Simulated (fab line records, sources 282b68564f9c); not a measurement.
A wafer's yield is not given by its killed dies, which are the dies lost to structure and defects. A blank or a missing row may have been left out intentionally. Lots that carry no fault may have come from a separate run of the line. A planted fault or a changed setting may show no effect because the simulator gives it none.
fab line records    flow rit-cmos
[record] lots = 14  wafers = 42  last-day = 7
route steps=202 shown ACTIVE@12 NWELL@34 PRETRO@72 M1@202
lots that met no fault: from a run of the same line without faults
start-h: hours from the record's opening day to when the first of the lot's shown wafers began    wait-h: hours since the lot's step before    " repeats the value in the row above    L1.1+2: one row covering several wafers at once    - no value, or no start given    * or withheld: withheld    < > ~ a bound
route shown NAME@n: a module of which the file shows steps, and the number in the route of the first    usual: mean/standard deviation of fault-free wafers    same: alike in all rows    chamber/n: place in a boat    sites: the reading at each site    _std_site: standard deviation of those values    _edge_site: inner sites' mean taken away from outer sites' mean    radius-mm: for every site, how far away it sits from the centre of the wafer    mask NAME#n: copy n    behind: the most recent tool/chamber to have shaped the wafer    hold: why the lot was held/for how many hours/how that ended    device: the transistor (n, p or np) that didn't switch    end of line: at the end of the route, the tests of the same wafers    step lacking rows: just its recipe    killed: dies lost to structure and defects at the first sort, not the wafer's yield    map: a wafer's dies, x killed, . not, _ none there
set.NAME: the setting as run; set.NAME@STEP: as run at that earlier step    model.NAME: the simulator's own value behind a step, which no gauge read
route steps across a sampled set of lots; one table per step, one row per wafer
services: when a tool's chamber went out of use (start-h, in hours from the record's first day, below 0 if earlier), for how many hours, and the reason
[[steps]]
[step RIT_ACTIVE_CD_MEAS_11]
[recipe] target-cd-nm = 1400
[usual] cd-nm = 1398.8/2.2
lot.wafer  tool       chamber  start-h  wait-h  cd-nm
L197.1     cd-sem-02  -        15.30    -       1396.9
L197.3     "          -        "        "       1397.3
L197.6     "          -        "        "       1397.0
L200.1     cd-sem-01  -        29.62    -       1400.8
L200.3     "          -        "        "       1401.6
L200.4     "          -        "        "       1400.5
L201.1     cd-sem-02  -        34.44    -       1400.3
L201.3     "          -        "        "       1402.0
L201.4     "          -        "        "       1401.3
L202.2     cd-sem-01  -        39.58    -       1398.1
L202.3     "          -        "        "       1398.1
L202.4     "          -        "        "       1398.9
L204.1     cd-sem-01  -        49.97    -       1397.8
L204.5     "          -        "        "       1395.6
L204.6     "          -        "        "       1398.8
L207.1     cd-sem-01  -        64.56    -       1395.8
L207.2     "          -        "        "       1394.4
L207.6     "          -        "        "       1396.1
L208.1     cd-sem-02  -        70.21    -       1399.7
L208.2     "          -        "        "       1399.7
L208.4     "          -        "        "       1400.1
L210.2     cd-sem-02  -        79.58    -       1400.8
L210.4     "          -        "        "       1399.2
L210.5     "          -        "        "       1397.8
L212.1     cd-sem-02  -        89.56    -       1397.6
L212.4     "          -        "        "       1397.2
L212.6     "          -        "        "       1398.1
L214.1     cd-sem-01  -        99.56    -       1397.8
L214.2     "          -        "        "       1398.4
L214.6     "          -        "        "       1401.6
L216.1     cd-sem-01  -        110.86   -       1400.6
L216.2     "          -        "        "       1402.9
L216.4     "          -        "        "       1399.5
L217.2     cd-sem-01  -        114.88   -       1398.3
L217.3     "          -        "        "       1399.3
L217.5     "          -        "        "       1398.4
L218.3     cd-sem-02  -        119.79   -       1398.2
L218.4     "          -        "        "       1399.4
L218.6     "          -        "        "       1403.0
L219.2     cd-sem-02  -        124.58   -       1400.1
L219.4     "          -        "        "       1400.5
L219.5     "          -        "        "       1398.4
[step RIT_NWELL_OVL_MEAS_06]
[usual] NWELL_OVL = 1.2/1.5
lot.wafer  tool        chamber  start-h  wait-h  NWELL_OVL[nm]
L197.1     overlay-01  -        21.34    -       -0.1
L197.3     "           -        "        "       0.4
L197.6     "           -        "        "       -0.2
L200.1     overlay-01  -        35.32    -       0.4
L200.3     "           -        "        "       1.2
L200.4     "           -        "        "       1.7
L201.1     overlay-01  -        41.29    -       2.7
L201.3     "           -        "        "       2.7
L201.4     "           -        "        "       3.0
L202.2     overlay-02  -        45.26    -       1.0
L202.3     "           -        "        "       0.9
L202.4     "           -        "        "       0.8
L204.1     overlay-02  -        55.78    -       2.6
L204.5     "           -        "        "       2.8
L204.6     "           -        "        "       2.9
L207.1     overlay-01  -        70.48    -       1.8
L207.2     "           -        "        "       0.8
L207.6     "           -        "        "       1.7
L208.1     overlay-02  -        77.74    -       1.0
L208.2     "           -        "        "       2.1
L208.4     "           -        "        "       0.7
L210.2     overlay-01  -        85.85    -       4.4
L210.4     "           -        "        "       2.7
L210.5     "           -        "        "       2.4
L212.1     overlay-02  -        95.27    -       -0.7
L212.4     "           -        "        "       -1.4
L212.6     "           -        "        "       -1.6
L214.1     overlay-02  -        106.65   -       1.8
L214.2     "           -        "        "       2.7
L214.6     "           -        "        "       1.2
L216.1     overlay-02  -        117.34   -       0.0
L216.2     "           -        "        "       -0.4
L216.4     "           -        "        "       0.0
L217.2     overlay-01  -        120.70   -       -0.1
L217.3     "           -        "        "       0.5
L217.5     "           -        "        "       1.0
L218.3     overlay-01  -        126.41   -       3.5
L218.4     "           -        "        "       1.8
L218.6     "           -        "        "       3.5
L219.2     overlay-01  -        130.43   -       -3.1
L219.4     "           -        "        "       -1.3
L219.5     "           -        "        "       -1.2
[step RIT_PRETRO_IMPLANT_08]
[recipe] species = B  energy-kev = 45.44  dose-cm2 = 1.2e+13  tilt-deg = 7
[usual] dose-ions-cm2 = 1.1999e+13/1.4e+10  faraday-current-uA = 37.9/0.81
[same] implant-ion-amu = 11
lot.wafer  tool          chamber  start-h  wait-h  dose-ions-cm2  faraday-current-uA
L197.1     implanter-02  0        31.83    0.2     1.1996e+13     37.2
L197.3     "             0        "        "       1.199e+13      39.9
L197.6     "             0        "        "       1.1976e+13     38.1
L200.1     implanter-01  0        47.43    0.2     1.1974e+13     37.5
L200.3     "             0        "        "       1.1975e+13     38.5
L200.4     "             0        "        "       1.2006e+13     36.9
L201.1     implanter-01  0        51.82    0.2     1.1987e+13     38.2
L201.3     "             0        "        "       1.1974e+13     37.9
L201.4     "             0        "        "       1.2001e+13     37.5
L202.2     implanter-03  0        55.88    0.2     1.1998e+13     38.9
L202.3     "             0        "        "       1.2014e+13     39.7
L202.4     "             0        "        "       1.2009e+13     38.6
L204.1     implanter-02  0        66.41    0.2     1.1996e+13     37.9
L204.5     "             0        "        "       1.1988e+13     37.4
L204.6     "             0        "        "       1.1993e+13     37.7
L207.1     implanter-01  0        80.99    0.2     1.1998e+13     38.0
L207.2     "             0        "        "       1.1981e+13     37.8
L207.6     "             0        "        "       1.1999e+13     37.2
L208.1     implanter-03  0        88.13    0.2     1.1997e+13     37.6
L208.2     "             0        "        "       1.1975e+13     38.0
L208.4     "             0        "        "       1.1983e+13     37.2
L210.2     implanter-02  0        96.43    0.2     1.6315e+13     49.7
L210.4     "             0        "        "       1.6334e+13     52.2
L210.5     "             0        "        "       1.6322e+13     51.5
L212.1     implanter-02  0        106.60   0.2     1.6334e+13     52.3
L212.4     "             0        "        "       1.6308e+13     52.0
L212.6     "             0        "        "       1.6339e+13     49.7
L214.1     implanter-01  0        117.41   0.2     1.1993e+13     37.9
L214.2     "             0        "        "       1.2003e+13     38.4
L214.6     "             0        "        "       1.1981e+13     37.9
L216.1     implanter-01  0        128.05   0.2     1.2015e+13     37.0
L216.2     "             0        "        "       1.1997e+13     39.4
L216.4     "             0        "        "       1.1993e+13     38.9
L217.2     implanter-03  0        131.83   0.2     1.1987e+13     38.6
L217.3     "             0        "        "       1.1972e+13     37.2
L217.5     "             0        "        "       1.1994e+13     39.2
L218.3     implanter-01  0        136.96   0.2     1.2003e+13     37.4
L218.4     "             0        "        "       1.1993e+13     37.6
L218.6     "             0        "        "       1.2026e+13     37.4
L219.2     implanter-01  0        140.97   0.2     1.2007e+13     36.5
L219.4     "             0        "        "       1.1999e+13     36.1
L219.5     "             0        "        "       1.2014e+13     38.9
[step RIT_PRETRO_STRIP_09]
[recipe] chemistry = O2  time-s = 180  resist = NOVOLAK  platen-temp-c = withheld  power-w = 500  pressure-mtorr = 4000  o2-flow-sccm = 4000
[usual] drypump-motor-current-A = 5.3/0.47
lot.wafer  tool             chamber  start-h  wait-h  drypump-motor-current-A  rf-hours-counter-h
L197.1     plasma-asher-01  0        31.98    0.1     4.7                      38
L197.3     "                1        "        "       5.2                      -
L197.6     "                1        "        "       5.2                      -
L200.1     plasma-asher-04  1        47.58    0.1     5.7                      26
L200.3     "                0        "        "       5.3                      -
L200.4     "                1        "        "       5.8                      -
L201.1     plasma-asher-04  0        51.97    0.1     5.3                      26
L201.3     "                0        "        "       5.3                      -
L201.4     "                1        "        "       5.7                      -
L202.2     plasma-asher-04  1        56.01    0.1     5.7                      26
L202.3     "                0        "        "       5.3                      -
L202.4     "                1        "        "       5.7                      -
L204.1     plasma-asher-01  1        66.56    0.1     5.2                      42
L204.5     "                0        "        "       4.7                      -
L204.6     "                1        "        "       5.1                      -
L207.1     plasma-asher-01  1        81.14    0.1     5.2                      43
L207.2     "                0        "        "       4.7                      43
L207.6     "                0        "        "       4.7                      -
L208.1     plasma-asher-04  1        88.28    0.1     5.7                      30
L208.2     "                0        "        "       5.3                      30
L208.4     "                0        "        "       5.3                      -
L210.2     plasma-asher-03  1        96.55    0.1     5.8                      43
L210.4     "                1        "        "       5.8                      -
L210.5     "                0        "        "       6.0                      -
L212.1     plasma-asher-01  0        106.75   0.1     4.7                      46
L212.4     "                1        "        "       5.2                      -
L212.6     "                1        "        "       5.2                      -
L214.1     plasma-asher-03  1        117.71   0.2     5.9                      46
L214.2     "                0        "        "       5.9                      46
L214.6     "                0        "        "       6.0                      -
L216.1     plasma-asher-03  1        128.20   0.1     5.8                      47
L216.2     "                0        "        "       6.0                      47
L216.4     "                1        "        "       5.9                      -
L217.2     plasma-asher-01  1        131.95   0.1     5.2                      49
L217.3     "                0        "        "       4.7                      -
L217.5     "                0        "        "       4.7                      -
L218.3     plasma-asher-01  0        137.12   0.1     4.7                      -
L218.4     "                1        "        "       5.2                      -
L218.6     "                0        "        "       4.7                      -
L219.2     plasma-asher-01  1        141.09   0.1     5.2                      50
L219.4     "                0        "        "       4.7                      -
L219.5     "                1        "        "       5.2                      -
[step RIT_PRETRO_TW_MEAS_10]
[usual] PRETRO_TW = 479.1/2.6
lot.wafer  tool           chamber  start-h  wait-h  PRETRO_TW
L197.1     film-metro-02  -        32.16    0.1     481.7
L197.3     "              -        "        "       480.6
L197.6     "              -        "        "       480.6
L200.1     film-metro-04  -        47.76    0.1     475.0
L200.3     "              -        "        "       477.7
L200.4     "              -        "        "       478.1
L201.1     film-metro-03  -        52.15    0.1     478.7
L201.3     "              -        "        "       483.7
L201.4     "              -        "        "       483.5
L202.2     film-metro-04  -        56.19    0.1     477.5
L202.3     "              -        "        "       477.1
L202.4     "              -        "        "       474.1
L204.1     film-metro-02  -        66.74    0.1     483.6
L204.5     "              -        "        "       482.2
L204.6     "              -        "        "       481.1
L207.1     film-metro-03  -        81.32    0.1     480.4
L207.2     "              -        "        "       480.0
L207.6     "              -        "        "       480.6
L208.1     film-metro-02  -        88.45    0.1     478.5
L208.2     "              -        "        "       479.7
L208.4     "              -        "        "       477.7
L210.2     film-metro-02  -        96.74    0.1     529.2
L210.4     "              -        "        "       529.0
L210.5     "              -        "        "       528.5
L212.1     film-metro-02  -        106.92   0.1     529.8
L212.4     "              -        "        "       528.3
L212.6     "              -        "        "       526.5
L214.1     film-metro-03  -        117.89   0.1     477.8
L214.2     "              -        "        "       478.7
L214.6     "              -        "        "       480.1
L216.1     film-metro-02  -        128.37   0.1     478.4
L216.2     "              -        "        "       481.6
L216.4     "              -        "        "       480.9
L217.2     film-metro-02  -        132.14   0.1     479.2
L217.3     "              -        "        "       480.9
L217.5     "              -        "        "       479.3
L218.3     film-metro-02  -        137.26   0.1     479.1
L218.4     "              -        "        "       481.1
L218.6     "              -        "        "       479.9
L219.2     film-metro-04  -        141.28   0.1     475.4
L219.4     "              -        "        "       478.7
L219.5     "              -        "        "       478.3
[step RIT_M1_PROBE_99]
[usual] killed-at-contacts = 0.0/0.18  killed-at-front-end = 6/3.1  killed-dies = 6/3.1  killed-open = 3.4/1.9  killed-short = 3.1/2
[same] gross-dies = 264  killed_at_M0_to_M3 = 0  killed_at_M4_up = 0  killed-at-back-side = 0  killed-at-other = 0
lot.wafer  tool       chamber  start-h  wait-h  killed-at-contacts  killed-at-front-end  killed-dies  killed-open  killed-short
L197.1     prober-02  -        56.95    0.1     0                   8                    8            6            2
L197.3     prober-02  -        57.05    0.2     0                   6                    6            1            5
L197.6     prober-02  -        57.20    0.2     0                   7                    7            5            2
L200.1     prober-02  -        72.68    0.1     0                   5                    5            5            0
L200.3     prober-02  -        72.78    0.2     0                   10                   10           6            4
L200.4     prober-02  -        72.83    0.2     0                   8                    8            5            3
L201.1     prober-01  -        76.78    0.1     0                   3                    3            2            1
L201.3     prober-01  -        76.88    0.2     0                   2                    2            0            2
L201.4     prober-01  -        76.93    0.2     0                   2                    2            2            0
L202.2     prober-02  -        81.96    0.1     0                   10                   10           6            4
L202.3     prober-02  -        82.01    0.2     0                   4                    4            2            2
L202.4     prober-02  -        82.06    0.2     0                   3                    3            0            3
L204.1     prober-02  -        91.88    0.1     0                   5                    5            3            2
L204.5     prober-02  -        92.08    0.2     0                   8                    8            4            4
L204.6     prober-02  -        92.13    0.2     0                   6                    6            2            4
L207.1     prober-01  -        106.25   0.1     0                   5                    5            2            3
L207.2     prober-01  -        106.30   0.1     0                   9                    9            5            4
L207.6     prober-01  -        106.50   0.2     0                   8                    8            5            3
L208.1     prober-02  -        114.75   0.1     0                   3                    3            2            1
L208.2     prober-02  -        114.80   0.1     0                   10                   10           4            6
L208.4     prober-02  -        114.90   0.2     0                   7                    7            4            3
L210.2     prober-02  -        124.69   0.1     0                   11                   11           5            6
L210.4     prober-02  -        124.79   0.2     0                   6                    6            4            2
L210.5     prober-02  -        124.84   0.2     0                   5                    5            3            2
L212.1     prober-02  -        131.90   0.1     1                   5                    6            4            2
L212.4     prober-02  -        132.05   0.2     0                   5                    5            3            2
L212.6     prober-02  -        132.15   0.2     0                   5                    5            2            3
L214.1     prober-02  -        143.63   0.1     0                   6                    6            5            1
L214.2     prober-02  -        143.68   0.1     0                   4                    4            3            1
L214.6     prober-02  -        143.88   0.2     0                   2                    2            0            2
L216.1     prober-02  -        153.19   0.1     0                   3                    3            2            1
L216.2     prober-02  -        153.24   0.1     0                   3                    3            2            1
L216.4     prober-02  -        153.34   0.2     0                   6                    6            3            3
L217.2     prober-01  -        157.82   0.1     0                   2                    2            1            1
L217.3     prober-01  -        157.87   0.2     0                   7                    7            2            5
L217.5     prober-01  -        157.97   0.2     0                   7                    7            2            5
L218.3     prober-02  -        163.49   0.2     0                   6                    6            0            6
L218.4     prober-02  -        163.54   0.2     0                   5                    5            3            2
L218.6     prober-02  -        163.64   0.2     0                   5                    5            4            1
L219.2     prober-01  -        168.54   0.1     0                   8                    8            6            2
L219.4     prober-01  -        168.64   0.2     0                   7                    7            3            4
L219.5     prober-01  -        168.69   0.2     0                   4                    4            2            2
// killed by level:class
L197.1 GATE:geometric-particle:open=3 FOX1:geometric-particle:open=2 GATE:geometric-particle:short=1 REOX:geometric-particle:short=1 SILICIDE:geometric-particle:open=1
L197.3 SILICIDE:geometric-particle:short=2 FOX1:geometric-particle:short=1 GATE:geometric-particle:open=1 GATE:geometric-particle:short=1 REOX:geometric-particle:short=1
L197.6 GATE:geometric-particle:open=5 FOX1:geometric-particle:short=1 GATE:geometric-particle:short=1
L200.1 GATE:geometric-particle:open=3 SPACER:geometric-particle:open=1 SILICIDE:geometric-particle:open=1
L200.3 GATE:geometric-particle:open=5 FOX1:geometric-particle:short=1 FOX2:geometric-particle:short=1 GATE:geometric-particle:short=1 REOX:geometric-particle:short=1 SILICIDE:geometric-particle:open=1
L200.4 GATE:geometric-particle:open=2 FOX1:geometric-particle:open=1 GATE:geometric-particle:short=1 SPACER:geometric-particle:open=1 SPACER:geometric-particle:short=1 SILICIDE:geometric-particle:short=1 SILICIDE:geometric-particle:open=1
L201.1 GATE:geometric-particle:open=1 GATE:geometric-particle:short=1 SILICIDE:geometric-particle:open=1
L201.3 FOX1:geometric-particle:short=1 SILICIDE:geometric-particle:short=1
L201.4 REOX:geometric-particle:open=2
L202.2 GATE:geometric-particle:open=4 GATE:geometric-particle:short=3 FOX1:geometric-particle:open=1 FOX2:geometric-particle:short=1 REOX:geometric-particle:open=1
L202.3 GATE:geometric-particle:short=2 FOX1:geometric-particle:open=1 GATE:geometric-particle:open=1
L202.4 GATE:geometric-particle:short=3
L204.1 GATE:geometric-particle:open=2 FOX2:geometric-particle:short=1 GATE:geometric-particle:short=1 REOX:geometric-particle:open=1
L204.5 GATE:geometric-particle:short=3 GATE:geometric-particle:open=2 REOX:geometric-particle:open=2 REOX:geometric-particle:short=1
L204.6 FOX1:geometric-particle:open=1 GATE:geometric-particle:short=1 REOX:geometric-particle:short=1 REOX:geometric-particle:open=1 SPACER:geometric-particle:short=1 SILICIDE:geometric-particle:short=1
L207.1 FOX1:geometric-particle:short=2 FOX1:geometric-particle:open=1 GATE:geometric-particle:open=1 SPACER:geometric-particle:short=1
L207.2 GATE:geometric-particle:short=3 GATE:geometric-particle:open=2 SILICIDE:geometric-particle:open=2 FOX1:geometric-particle:open=1 SILICIDE:geometric-particle:short=1
L207.6 GATE:geometric-particle:short=3 GATE:geometric-particle:open=3 FOX1:geometric-particle:open=1 SPACER:geometric-particle:open=1
L208.1 FOX1:geometric-particle:open=1 FOX2:geometric-particle:open=1 SPACER:geometric-particle:short=1
L208.2 FOX1:geometric-particle:short=2 GATE:geometric-particle:open=2 SPACER:geometric-particle:short=2 GATE:geometric-particle:short=1 REOX:geometric-particle:open=1 REOX:geometric-particle:short=1 SILICIDE:geometric-particle:open=1
L208.4 SILICIDE:geometric-particle:open=3 GATE:geometric-particle:short=2 REOX:geometric-particle:open=1 SPACER:geometric-particle:short=1
L210.2 GATE:geometric-particle:short=3 GATE:geometric-particle:open=2 SILICIDE:geometric-particle:open=2 FOX2:geometric-particle:open=1 FOX2:geometric-particle:short=1 SPACER:geometric-particle:short=1 SILICIDE:geometric-particle:short=1
L210.4 GATE:geometric-particle:open=3 GATE:geometric-particle:short=2 FOX2:geometric-particle:open=1
L210.5 GATE:geometric-particle:open=2 FOX2:geometric-particle:short=1 REOX:geometric-particle:open=1 SPACER:geometric-particle:short=1
L212.1 FOX1:geometric-particle:short=2 GATE:geometric-particle:open=2 REOX:geometric-particle:open=1 CONTACT:geometric-particle:open=1
L212.4 SPACER:geometric-particle:open=2 FOX2:geometric-particle:short=1 GATE:geometric-particle:open=1 SPACER:geometric-particle:short=1
L212.6 FOX1:geometric-particle:short=1 FOX1:geometric-particle:open=1 FOX2:geometric-particle:short=1 GATE:geometric-particle:short=1 SPACER:geometric-particle:open=1
L214.1 SILICIDE:geometric-particle:open=3 FOX1:geometric-particle:open=1 GATE:geometric-particle:open=1 REOX:geometric-particle:short=1
L214.2 FOX1:geometric-particle:short=1 FOX1:geometric-particle:open=1 GATE:geometric-particle:open=1 SPACER:geometric-particle:open=1
L214.6 REOX:geometric-particle:short=1 SILICIDE:geometric-particle:short=1
L216.1 FOX2:geometric-particle:short=1 SPACER:geometric-particle:open=1 SILICIDE:geometric-particle:open=1
L216.2 GATE:geometric-particle:open=2 SILICIDE:geometric-particle:short=1
L216.4 SILICIDE:geometric-particle:open=3 SPACER:geometric-particle:short=2 FOX2:geometric-particle:short=1
L217.2 GATE:geometric-particle:open=1 SILICIDE:geometric-particle:short=1
L217.3 GATE:geometric-particle:short=3 FOX1:geometric-particle:short=1 FOX2:geometric-particle:open=1 GATE:geometric-particle:open=1 REOX:geometric-particle:short=1
L217.5 GATE:geometric-particle:short=4 FOX1:geometric-particle:open=1 FOX2:geometric-particle:open=1 SPACER:geometric-particle:short=1
L218.3 SPACER:geometric-particle:short=4 FOX1:geometric-particle:short=1 GATE:geometric-particle:short=1
L218.4 GATE:geometric-particle:open=3 GATE:geometric-particle:short=1 SILICIDE:geometric-particle:short=1
L218.6 GATE:geometric-particle:open=3 SPACER:geometric-particle:open=1 SPACER:geometric-particle:short=1
L219.2 GATE:geometric-particle:open=3 SPACER:geometric-particle:open=2 FOX1:geometric-particle:open=1 GATE:geometric-particle:short=1 SILICIDE:geometric-particle:short=1
L219.4 GATE:geometric-particle:open=2 FOX1:geometric-particle:short=1 GATE:geometric-particle:short=1 REOX:geometric-particle:short=1 SILICIDE:geometric-particle:open=1 SILICIDE:geometric-particle:short=1
L219.5 GATE:geometric-particle:short=2 GATE:geometric-particle:open=2
[[services]]
tool          chamber  start-h  hours  kind
implanter-01  -        24.38    2.4    repair
implanter-02  -        26.92    4.4    repair
implanter-02  -        44.78    2.9    repair
implanter-01  -        45.25    0.9    repair
implanter-03  -        73.07    11.8   pm
implanter-02  -        73.58    2.8    pm
implanter-02  -        127.50   3.1    repair
implanter-02  -        130.94   1.5    repair
[[key]]
[first-sign] step = RIT_PRETRO_IMPLANT_08  reading = dose-ions-cm2  direction = up  sigmas = 99+  usual = 1.1999e+13  struck = 1.6325e+13
[effect] step = RIT_PRETRO_IMPLANT_08  reading = faraday-current-uA  direction = up  sigmas = 16  usual = 37.9  struck = 51.2
[effect] step = RIT_PRETRO_TW_MEAS_10  reading = PRETRO_TW  direction = up  sigmas = 19  usual = 479.1  struck = 528.6
met-at RIT_PRETRO_IMPLANT_08
struck-lots L210,L212
tester-left-out L210,L212
not-acting-at RIT_ACTIVE_CD_MEAS_11,RIT_NWELL_OVL_MEAS_06,RIT_PRETRO_STRIP_09
onset-between 66.41 96.43
[fault] kind = process-parameter-drift  tool = implanter-02  chamber = -  onset-h = 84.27  steps = RIT_PRETRO_IMPLANT_08  channel = dose-cm2  offset = 4.32e+12  shape = step  end-h = 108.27  acts-in = these-recipes-only  stated = 1.2e+13
// tester-left-out: of these lots the tester's yield and bins aren't shown, on N5 and GAA mostly nor the transistor test; their killed dies are dies lost to structure and defects alone, not to doping, threshold or leakage, so they don't give the yield
